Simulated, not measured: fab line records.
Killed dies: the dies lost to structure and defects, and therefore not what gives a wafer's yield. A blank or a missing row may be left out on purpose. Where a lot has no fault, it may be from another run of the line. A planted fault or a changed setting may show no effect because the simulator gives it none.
A lot that was struck, set against a sound lot || flow berkeley cmos170 || 14 steps out of a route of 331
Sound: the wafers L797.1, L797.4, L797.5. Wafers L795.2, L795.5, L795.6 were the ones struck. At the end, the cause is stated.
At each step with rows: each side's tool, then ch and its chambers, then its first start. Under that, the readings that differ: sound wafers || struck wafers || difference of the means || sigmas: that difference in standard deviations of wafers without a fault.
alike: same words and numbers on both sides, and readings whose means sit less than 2 such deviations apart. not compared: any withheld reading, any reading some wafer has no value for, any bound like >300 that may hide the same value, and any number with overlapping values for which the record gives no deviation.
Wherever a step has rows on one side only, a row that says differs or no value, or a row with sigmas, the two part there. When numbers do not overlap yet have no deviation, they are printed without sigmas and do not part them. A reading that every wafer of one side lacks parts them only if that side has two wafers or more.

first, 5 steps without rows for these wafers: UCB170_PFIELD_COAT_01 (resist thk 900 nm); UCB170_PFIELD_SOFTBAKE_02 (time 60 s); UCB170_PFIELD_EXPOSE_03 (exposes mask PFIELD, target cd 1500 nm); UCB170_PFIELD_PEB_04; UCB170_PFIELD_DEVELOP_05 (develop time 45 s).
UCB170_PFIELD_OVL_MEAS_06:
  sound: overlay-02 at day 7 22:42; struck: overlay-01 at day 7 20:17
  alike: PFIELD_OVL
after that, 1 step had no rows for these wafers: UCB170_PFIELD_IMPLANT_07.
UCB170_PFIELD_STRIP_08: strips in O2.
  sound on plasma asher-01 ch 0,1, day 7 22:53; struck on plasma asher-02 ch 0,1, day 7 20:28
  alike: drypump motor current A, oes product au, strip time to endpoint s
  not compared: rf hours counter h
UCB170_PFIELD_TW_MEAS_09:
  sound: film metro-03 at day 7 22:59; struck: film metro-02 at day 7 20:35
  alike: PFIELD_TW
then, 2 steps without rows for these wafers: UCB170_FIELD_CLEAN_00 (cleans in dHF, time 7.5 s); UCB170_FIELD_OXIDATION_01 (target thk 558.3 nm, ox time 7200 s).
UCB170_FIELD_THK_MEAS_02:
  sound: film metro-04 at day 8 03:54; struck: film metro-04 at day 8 03:51
  alike: FIELD_OXIDE_THK
UCB170_FIELD_ANNEAL_03: time 1200 s.
  struck on furnace-03, day 8 07:07; sound on furnace-03 ch 0, day 8 07:07
  no value came back on the struck wafers for spike tc centre C (C), spike tc load C (C), zone power source pct (%); on the sound wafers spike tc centre C (C) reads 1002.2 1000.7 1001.5
then, 1 step without rows for these wafers: UCB170_FIELD_WET_ETCH_04 (etches SiO2 in dHF, time 60 s).

WHERE THEY PART
At UCB170_FIELD_ANNEAL_03 and nowhere else, as far as this record goes.

WHY: what the simulator had put in
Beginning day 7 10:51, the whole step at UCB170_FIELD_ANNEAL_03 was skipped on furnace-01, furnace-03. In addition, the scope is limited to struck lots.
